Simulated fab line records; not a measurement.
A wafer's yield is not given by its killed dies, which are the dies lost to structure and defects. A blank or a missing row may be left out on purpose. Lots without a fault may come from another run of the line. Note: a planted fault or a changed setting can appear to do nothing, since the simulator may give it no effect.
Which tool did it?	flow berkeley cmos170	15 lots, 45 wafers sampled, at 6 steps of a route of 331

WHAT THE GAUGES SHOWED, per wafer
UCB170_WELLDRIVE_THK_MEAS_02. Usual: for WELLDRIVE_OXIDE_THK the level is 197 nm and the standard deviation is 3.7.
lot	measured	on	WELLDRIVE_OXIDE_THK (nm)	flag
L233	day 3 22:03	film metro-02	197 197 198	
L234	day 4 08:05	film metro-03	203 203 203	
L238	day 4 22:28	film metro-02	200 202 200	
L237	day 4 22:28	film metro-04	199 196 197	
L239	day 5 04:32	film metro-03	193 195 197	
L242	day 5 17:34	film metro-02	201 194 198	
L241	day 5 17:35	film metro-04	208 203 208	
L245	day 6 11:47	film metro-04	197 198 197	
L246	day 6 21:12	film metro-02	191 193 194	
L252	day 7 22:55	film metro-02	197 197 200	
L250	day 7 22:59	film metro-02	201 200 198	
L251	day 7 23:02	film metro-02	201 203 201	
L253	day 8 08:23	film metro-04	198 198 198	
L255	day 8 08:25	film metro-02	200 197 197	
L256	day 9 02:02	film metro-02	198 197 197	

UCB170_ACTIVE_THK_MEAS_06. Usual: for ACTIVE_NITRIDE_THK the level is 221.0 nm and the standard deviation is 2.1.
lot	measured	on	ACTIVE_NITRIDE_THK (nm)	flag
L233	day 4 17:52	film metro-02	225.7 223.4 225.5	
L234	day 5 02:58	film metro-01	221.1 221.0 220.7	
L238	day 5 19:34	film metro-02	220.4 216.7 218.4	
L237	day 5 19:34	film metro-04	219.1 220.1 220.8	
L239	day 6 02:49	film metro-04	218.2 217.2 218.1	
L242	day 6 12:42	film metro-02	216.3 217.2 217.7	
L241	day 6 12:43	film metro-01	220.7 220.8 219.4	
L245	day 7 07:19	film metro-01	221.8 221.4 220.7	
L246	day 7 18:01	film metro-04	222.7 220.5 220.1	
L252	day 8 17:41	film metro-02	221.5 220.1 218.8	
L250	day 8 17:41	film metro-01	219.9 219.8 221.0	
L251	day 8 17:42	film metro-04	219.7 220.3 219.7	
L253	day 9 03:33	film metro-04	223.0 223.0 223.3	
L255	day 9 03:34	film metro-02	220.2 221.2 222.8	
L256	day 10 02:19	film metro-04	221.1 222.4 222.3	

UCB170_NVT_OVL_MEAS_06. Usual: for NVT_OVL the level is -3 nm and the standard deviation is 5.2.
lot	measured	on	NVT_OVL (nm)	flag
L233	day 6 07:50	overlay-01	-1 2 -6	
L234	day 6 16:03	overlay-02	-4 -10 -5	
L238	day 7 14:27	overlay-02	-13 -11 -7	
L237	day 7 14:11	overlay-01	-3 -3 -4	
L239	day 8 02:47	overlay-02	-1 -8 -4	
L242	day 8 08:46	overlay-01	- - -	OFF
L241	day 8 08:30	overlay-02	- - -	OFF
L245	day 9 01:41	overlay-01	- - -	OFF
L246	day 9 06:35	overlay-01	-11 -6 -8	
L252	day 10 09:29	overlay-01	0 0 5	
L250	day 10 10:02	overlay-02	0 2 4	
L251	day 10 09:52	overlay-02	1 1 -1	
L253	day 10 21:14	overlay-01	11 5 6	
L255	day 10 21:29	overlay-01	-4 -4 -4	
L256	day 11 16:40	overlay-02	-2 7 2	

UCB170_PVT_TW_MEAS_09. Usual: for PVT_TW the level is 508 and the standard deviation is 4.
lot	measured	on	PVT_TW	flag
L233	day 6 11:47	film metro-03	508 510 506	
L234	day 6 17:50	film metro-04	516 516 516	
L238	day 7 17:45	film metro-04	514 513 512	
L237	day 7 17:55	film metro-03	504 507 509	
L239	day 8 05:13	film metro-04	511 511 511	
L242	day 8 11:19	film metro-01	639 636 635	OFF
L241	day 8 11:04	film metro-04	649 648 652	OFF
L245	day 9 04:12	film metro-03	639 634 641	OFF
L246	day 9 09:41	film metro-04	508 508 509	
L252	day 10 12:37	film metro-04	511 511 512	
L250	day 10 13:13	film metro-04	510 513 512	
L251	day 10 13:13	film metro-03	508 508 509	
L253	day 10 23:09	film metro-04	513 512 512	
L255	day 10 23:19	film metro-01	500 505 504	
L256	day 11 20:40	film metro-03	505 507 509	

TOOL THAT RAN EACH LOT (tool first, then ch and the chambers of the sampled wafers, then the start)
lot	UCB170_PFIELD_STRIP_08	UCB170_NVT_COAT_01
L233	plasma asher-02 ch 0,1, day 4 22:58	litho track-02 ch 0, day 6 06:53
L234	plasma asher-02 ch 1, day 5 06:05	litho track-02 ch 0, day 6 15:22
L238	plasma asher-02 ch 0,1, day 6 02:17	litho track-01 ch 0, day 7 13:29
L237	plasma asher-04 ch 0,1, day 6 02:34	litho track-03 ch 0, day 7 13:31
L239	plasma asher-04 ch 0,1, day 6 07:20	litho track-02 ch 0, day 8 02:02
L242	plasma asher-02 ch 0,1, day 6 16:08	litho track-03, day 8 07:51
L241	plasma asher-03 ch 0,1, day 6 16:34	litho track-02, day 8 07:50
L245	plasma asher-02 ch 0,1, day 7 12:45	litho track-02, day 9 00:18
L246	plasma asher-02 ch 0,1, day 7 21:29	litho track-03 ch 0, day 9 05:36
L252	plasma asher-04 ch 0,1, day 8 21:24	litho track-02 ch 0, day 10 07:57
L250	plasma asher-03 ch 0,1, day 8 21:36	litho track-01 ch 0, day 10 08:01
L251	plasma asher-02 ch 0,1, day 8 21:20	litho track-03 ch 0, day 10 08:01
L253	plasma asher-02 ch 0,1, day 9 09:17	litho track-02 ch 0, day 10 20:25
L255	plasma asher-04 ch 0,1, day 9 09:21	litho track-03 ch 0, day 10 20:38
L256	plasma asher-02 ch 0,1, day 10 10:13	litho track-03 ch 0, day 11 15:59
- UCB170_PFIELD_STRIP_08: strips in O2.
- UCB170_NVT_COAT_01: resist thk 900 nm.

WHAT THE TOOLS THEMSELVES READ (means of the sampled wafers that have a number; where no wafer has one, the mark that the record gives instead)
UCB170_PFIELD_STRIP_08. Usual: drypump motor current A 5.7 A, standard deviation 0.45; oes product au 0.735 a.u., standard deviation 0.0041; strip time to endpoint s 21.63 s, standard deviation 0.055.
lot	tool	drypump motor current A (A)	oes product au (a.u.)	strip time to endpoint s (s)	flag
L233	plasma asher-02	5.9	0.735	21.61	
L234	plasma asher-02	5.1	0.735	21.61	
L238	plasma asher-02	5.8	0.738	21.61	
L237	plasma asher-04	5.8	0.738	21.66	
L239	plasma asher-04	5.6	0.732	21.56	
L242	plasma asher-02	5.5	0.737	21.69	
L241	plasma asher-03	5.6	0.734	21.62	
L245	plasma asher-02	5.9	0.734	21.64	
L246	plasma asher-02	5.9	0.738	21.70	
L252	plasma asher-04	5.8	0.732	21.72	
L250	plasma asher-03	5.6	0.735	21.61	
L251	plasma asher-02	5.9	0.736	21.62	
L253	plasma asher-02	5.9	0.736	21.58	
L255	plasma asher-04	5.5	0.735	21.70	
L256	plasma asher-02	5.5	0.735	21.68	

UCB170_NVT_COAT_01. Usual: chill plate temp C 23.00 C, standard deviation 0.1; dispense pressure kPa 50 kPa, standard deviation 3.
lot	tool	chill plate temp C (C)	dispense pressure kPa (kPa)	flag
L233	litho track-02	22.85	47	
L234	litho track-02	23.05	47	
L238	litho track-01	22.96	51	
L237	litho track-03	23.14	54	
L239	litho track-02	22.93	47	
L242	litho track-03	-	-	OFF
L241	litho track-02	-	-	OFF
L245	litho track-02	-	-	OFF
L246	litho track-03	23.13	54	
L252	litho track-02	22.95	47	
L250	litho track-01	23.05	51	
L251	litho track-03	22.93	54	
L253	litho track-02	22.85	47	
L255	litho track-03	23.01	54	
L256	litho track-03	22.93	54	

THE ANSWER, worked out from the rows above alone
Rule: lot off if the mean of its wafers having a number is beyond 3 standard deviations from the usual mean. A lot without any number at a reading at which 4 lots or more have one is off too. All remaining lots with rows at the step are treated as sound. After the gauges, taken in route order, come the tools' own readings; for these a lot's mean is taken, as printed above. At the first step where some lot is off, the reading lying furthest off is the one used; lots without a number count as furthest.
Off: L242, L241, L245, at UCB170_NVT_OVL_MEAS_06 (NVT_OVL). Without a number there: L242, L241, L245.
A tool fits if, at a process step before that reading, it ran every lot that is off, and no sound lot after the first of them. The gauges at UCB170_NVT_OVL_MEAS_06 aren't tried: what is off there is off at UCB170_PVT_TW_MEAS_09 too, on other tools, and a gauge's error can't cause that. Of those tried, none fits.

WHAT WAS PUT IN BY THE SIMULATOR
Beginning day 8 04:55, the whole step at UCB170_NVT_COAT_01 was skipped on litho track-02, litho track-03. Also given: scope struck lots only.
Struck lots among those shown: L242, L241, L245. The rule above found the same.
